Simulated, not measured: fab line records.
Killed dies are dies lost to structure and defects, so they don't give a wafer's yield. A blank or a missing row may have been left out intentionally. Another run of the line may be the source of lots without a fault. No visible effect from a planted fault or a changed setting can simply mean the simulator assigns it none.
What tool caused it?    flow rit cmos    15 lots, 45 wafers sampled, at 1 step of a route of 202

== WHAT EACH GAUGE READ, for each wafer ==
The record lacks any reading of a measuring or inspecting step that a usual standard deviation could be used to judge.

== WHICH TOOL RAN EACH LOT (tool, then ch and the chambers of the sampled wafers, then the start) ==
lot   RIT_ACTIVE_EXPOSE_08
L786  iline stepper-02 ch 0, day 1 20:36
L787  iline stepper-02 ch 0, day 2 01:06
L788  iline stepper-02 ch 0, day 2 05:13
L789  iline stepper-02 ch 0, day 2 10:50
L792  iline stepper-02 ch 0, day 3 02:20
L793  iline stepper-02 ch 0, day 3 06:02
L795  iline stepper-01 ch 0, day 3 16:32
L796  iline stepper-01, day 3 21:29
L797  iline stepper-01, day 4 05:46
L798  iline stepper-01, day 4 09:19
L804  iline stepper-01 ch 0, day 5 17:31
L805  iline stepper-01 ch 0, day 5 23:51
L806  iline stepper-02 ch 0, day 6 00:05
L807  iline stepper-01 ch 0, day 6 09:14
L808  iline stepper-02 ch 0, day 6 09:25
- RIT_ACTIVE_EXPOSE_08: exposes mask M1, target cd 1400 nm.

== WHAT THE TOOLS THEMSELVES READ (means of the sampled wafers that have a number; where no wafer has one, the mark that the record gives instead) ==
RIT_ACTIVE_EXPOSE_08.
lot   tool              exposure dose mJ cm2  focus offset nm (nm)
L786  iline stepper-02  223.45                0.3
L787  iline stepper-02  223.18                0.7
L788  iline stepper-02  223.22                -0.1
L789  iline stepper-02  223.34                -0.5
L792  iline stepper-02  223.20                -0.3
L793  iline stepper-02  223.35                1.2
L795  iline stepper-01  223.36                0.9
L796  iline stepper-01  -                     -
L797  iline stepper-01  -                     -
L798  iline stepper-01  -                     -
L804  iline stepper-01  223.24                -0.1
L805  iline stepper-01  223.31                0.8
L806  iline stepper-02  223.57                0.0
L807  iline stepper-01  223.56                -0.5
L808  iline stepper-02  223.48                -0.5

== THE ANSWER, worked out from the rows above alone ==
Rule: the lots themselves supply what counts as usual. The widest of any qualifying gaps counts: lots, ordered by their means at a reading, are off when they make up no more than a third of the lots, leave a main group of 4 or more, and stand apart from it by 3 or more times the standard deviation of that group's means. Not used: any main group whose means are identical at the precision the tables above print for the reading. Also off: a lot with no number at a reading for which 4 or more lots have one. Where the step has rows for the other lots, those lots are counted as sound. After the gauges, taken in route order, come the tools' own readings; for these a lot's mean is taken, as printed above. The first step at which some lot is off is used, and at that step the reading that is off furthest; a lot without a number counts as furthest.
Off: L796, L797, L798, at RIT_ACTIVE_EXPOSE_08 (exposure dose mJ cm2). Without a number there: L796, L797, L798. The main group: mean 223.35, standard deviation 0.13.
If a tool, at that step or one of the process steps before it, ran each lot that is off and ran no sound lot following the first of them, it fits. Not one of the candidates tried fits.

== WHAT HAD BEEN PUT IN BY THE SIMULATOR ==
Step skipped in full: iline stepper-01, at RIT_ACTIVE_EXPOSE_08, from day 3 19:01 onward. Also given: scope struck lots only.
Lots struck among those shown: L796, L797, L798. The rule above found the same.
